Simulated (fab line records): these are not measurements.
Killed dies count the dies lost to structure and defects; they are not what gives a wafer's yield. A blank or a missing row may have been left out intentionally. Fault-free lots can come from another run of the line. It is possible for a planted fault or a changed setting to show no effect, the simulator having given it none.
Which of the tools did it? + flow berkeley cmos170 + 14 lots with 42 wafers sampled at 5 steps, on a route of 331 steps

WHAT THE GAUGES SHOWED, per wafer
UCB170_PVT_TW_MEAS_09. Usual: PVT_TW typically reads 505, with standard deviation 5.4.
| lot  | measured     | on            | PVT_TW      | flag |
|------|--------------|---------------|-------------|------|
| L163 | day 6 03:36  | film metro-03 | 511 509 510 |      |
| L164 | day 7 11:07  | film metro-01 | 504 504 507 |      |
| L167 | day 7 11:33  | film metro-01 | 505 504 506 |      |
| L166 | day 7 11:50  | film metro-02 | 502 501 501 |      |
| L170 | day 7 21:29  | film metro-01 | 506 504 504 |      |
| L171 | day 8 04:35  | film metro-03 | 511 508 509 |      |
| L173 | day 8 13:55  | film metro-01 | 508 508 506 |      |
| L176 | day 9 00:14  | film metro-02 | 493 495 494 |      |
| L177 | day 9 18:51  | film metro-02 | 495 497 494 |      |
| L178 | day 9 18:59  | film metro-03 | 511 510 509 |      |
| L179 | day 10 03:37 | film metro-01 | 505 502 507 |      |
| L180 | day 10 03:37 | film metro-03 | 506 505 503 |      |
| L184 | day 11 17:39 | film metro-02 | 494 494 498 |      |
| L186 | day 12 04:28 | film metro-03 | 510 509 509 |      |

UCB170_GATE_CD_MEAS_12 targets a cd of 350 nm. Usual: 350.1 nm for cd nm, sd 1.4.
| lot  | measured     | on        | cd nm (nm)        | flag |
|------|--------------|-----------|-------------------|------|
| L163 | day 6 21:17  | cd sem-01 | 350.6 350.7 350.1 |      |
| L164 | day 8 05:48  | cd sem-02 | 348.4 349.5 348.1 |      |
| L167 | day 8 05:14  | cd sem-02 | 349.5 349.3 349.4 |      |
| L166 | day 8 05:30  | cd sem-01 | 348.9 348.0 348.3 |      |
| L170 | day 8 11:46  | cd sem-01 | 350.5 350.9 351.2 |      |
| L171 | day 8 19:08  | cd sem-01 | 350.6 350.0 349.0 |      |
| L173 | day 9 04:43  | cd sem-02 | 350.2 350.5 350.2 |      |
| L176 | day 9 14:40  | cd sem-02 | 348.5 349.6 349.0 |      |
| L177 | day 10 09:18 | cd sem-01 | 352.1 353.8 353.9 |      |
| L178 | day 10 09:26 | cd sem-02 | 348.8 347.5 348.5 |      |
| L179 | day 10 22:06 | cd sem-01 | 352.0 349.9 351.2 |      |
| L180 | day 10 22:27 | cd sem-02 | 350.4 351.0 351.7 |      |
| L184 | day 12 11:00 | cd sem-02 | 350.9 350.9 350.6 |      |
| L186 | day 13 02:22 | cd sem-01 | 348.2 348.6 348.2 |      |

UCB170_NLDD_CD_MEAS_06 targets a cd of 1200 nm. Usual: 1200.5 nm for cd nm, sd 1.4.
| lot  | measured     | on        | cd nm (nm)           | flag |
|------|--------------|-----------|----------------------|------|
| L163 | day 7 02:26  | cd sem-02 | 1199.5 1200.1 1198.7 |      |
| L164 | day 8 10:20  | cd sem-02 | 1202.5 1202.9 1201.4 |      |
| L167 | day 8 08:56  | cd sem-02 | 1200.9 1201.6 1199.6 |      |
| L166 | day 8 09:42  | cd sem-02 | 1198.3 1198.1 1196.6 |      |
| L170 | day 8 15:26  | cd sem-01 | 1200.0 1201.0 1200.3 |      |
| L171 | day 9 00:01  | cd sem-02 | 1201.0 1201.7 1201.8 |      |
| L173 | day 9 08:26  | cd sem-02 | 1198.8 1200.8 1200.3 |      |
| L176 | day 9 19:44  | cd sem-02 | 1199.6 1199.6 1200.1 |      |
| L177 | day 10 12:34 | cd sem-02 | 1200.2 1201.7 1201.9 |      |
| L178 | day 10 13:04 | cd sem-02 | 1201.1 1200.1 1201.4 |      |
| L179 | day 11 06:43 | cd sem-02 | 1201.5 1202.1 1201.0 |      |
| L180 | day 11 07:35 | cd sem-02 | 1198.7 1198.8 1199.4 |      |
| L184 | day 12 14:23 | cd sem-02 | 1200.6 1200.6 1201.4 |      |
| L186 | day 13 10:21 | cd sem-02 | 1200.9 1199.6 1200.3 |      |

UCB170_SDANNEAL_RS_MEAS_05: a four-point-probe measurement. Usual: NLDD_RS typically reads 616.7 ohm/sq, with standard deviation 1.8.
| lot  | measured     | on            | NLDD_RS (ohm/sq)  | flag |
|------|--------------|---------------|-------------------|------|
| L163 | day 7 15:23  | film metro-03 | 616.8 616.8 616.5 |      |
| L164 | day 8 23:03  | film metro-03 | 615.3 612.9 614.4 |      |
| L167 | day 8 22:35  | film metro-02 | 617.2 617.4 619.1 |      |
| L166 | day 8 22:52  | film metro-04 | 615.1 617.0 615.5 |      |
| L170 | day 9 03:02  | film metro-02 | 617.9 616.7 617.8 |      |
| L171 | day 9 11:23  | film metro-03 | 616.4 617.8 617.3 |      |
| L173 | day 9 21:37  | film metro-02 | 615.6 615.4 614.4 |      |
| L176 | day 10 09:54 | film metro-02 | 613.5 616.3 615.9 |      |
| L177 | day 11 06:17 | film metro-04 | 603.1 603.1 601.6 | OFF  |
| L178 | day 11 06:32 | film metro-02 | 617.9 617.5 618.5 |      |
| L179 | day 12 03:16 | film metro-03 | 599.1 600.0 601.5 | OFF  |
| L180 | day 12 03:13 | film metro-02 | 613.4 616.0 614.3 |      |
| L184 | day 13 10:05 | film metro-03 | 619.4 619.1 618.6 |      |
| L186 | day 14 04:08 | film metro-03 | 615.8 618.5 618.6 |      |

TOOL THAT RAN EACH LOT (tool first, then ch and the chambers of the sampled wafers, then the start)
| lot  | UCB170_NLDD_IMPLANT_09          |
|------|---------------------------------|
| L163 | implanter-02 ch 0, day 7 02:45  |
| L164 | implanter-04 ch 0, day 8 10:38  |
| L167 | implanter-02 ch 0, day 8 09:15  |
| L166 | implanter-04 ch 0, day 8 10:01  |
| L170 | implanter-02 ch 0, day 8 15:45  |
| L171 | implanter-04 ch 0, day 9 00:20  |
| L173 | implanter-04 ch 0, day 9 08:44  |
| L176 | implanter-02 ch 0, day 9 20:03  |
| L177 | implanter-04 ch 0, day 10 12:53 |
| L178 | implanter-01 ch 0, day 10 13:22 |
| L179 | implanter-04 ch 0, day 11 07:02 |
| L180 | implanter-01 ch 0, day 11 07:53 |
| L184 | implanter-01 ch 0, day 12 14:42 |
| L186 | implanter-01 ch 0, day 13 10:40 |
- UCB170_NLDD_IMPLANT_09

WHAT THE TOOLS THEMSELVES READ (means of the sampled wafers that have a number; where no wafer has one, the mark that the record gives instead)
UCB170_NLDD_IMPLANT_09. Usual: dose ions cm2 5e+13, standard deviation 4.5e+10; faraday current uA 159, standard deviation 3.
| lot  | tool         | dose ions cm2 | faraday current uA | flag |
|------|--------------|---------------|--------------------|------|
| L163 | implanter-02 | 5e+13         | 156                |      |
| L164 | implanter-04 | 5e+13         | 157                |      |
| L167 | implanter-02 | 5e+13         | 160                |      |
| L166 | implanter-04 | 5e+13         | 159                |      |
| L170 | implanter-02 | 5e+13         | 161                |      |
| L171 | implanter-04 | 5e+13         | 158                |      |
| L173 | implanter-04 | 5e+13         | 157                |      |
| L176 | implanter-02 | 5e+13         | 158                |      |
| L177 | implanter-04 | 5e+13         | 168                |      |
| L178 | implanter-01 | 5e+13         | 157                |      |
| L179 | implanter-04 | 5e+13         | 173                | OFF  |
| L180 | implanter-01 | 5e+13         | 157                |      |
| L184 | implanter-01 | 5e+13         | 159                |      |
| L186 | implanter-01 | 5e+13         | 160                |      |

THE ANSWER, worked out from the rows above alone
Rule: a lot counts as off when the mean over its wafers that have a number is more than 3 standard deviations away from the usual mean. A lot without any number at a reading at which 4 lots or more have one is off too. Where the step has rows for the other lots, those lots are counted as sound. After the gauges, taken in route order, come the tools' own readings; for these a lot's mean is taken, as printed above. The first step at which some lot is off is used, and at that step the reading that is off furthest; a lot without a number counts as furthest.
Off: L177, L179, seen at UCB170_SDANNEAL_RS_MEAS_05 (NLDD_RS).
A tool fits if, at a process step before that reading, it ran every lot that is off, and no sound lot after the first of them. Gauges at UCB170_SDANNEAL_RS_MEAS_05: tried the same way as those tools. One candidate fits, namely implanter-04 at UCB170_NLDD_IMPLANT_09. A fault onset in the window from L173 (day 9 08:44, its last sound lot) to L177 (day 10 12:53, its first lot off) fits.
The tool's own readings at UCB170_NLDD_IMPLANT_09 bear it out: on the lots that are off they differ by more than 5 times the standard deviation of the sound lots' means. faraday current uA reads 170 there against 158 on the sound lots.

WHAT WAS PUT IN BY THE SIMULATOR
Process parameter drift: implanter-04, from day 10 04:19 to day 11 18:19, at UCB170_NLDD_IMPLANT_09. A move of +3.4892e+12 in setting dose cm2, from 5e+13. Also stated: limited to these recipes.
Lots struck among those shown: L177, L179. This agrees with what the rule above found.
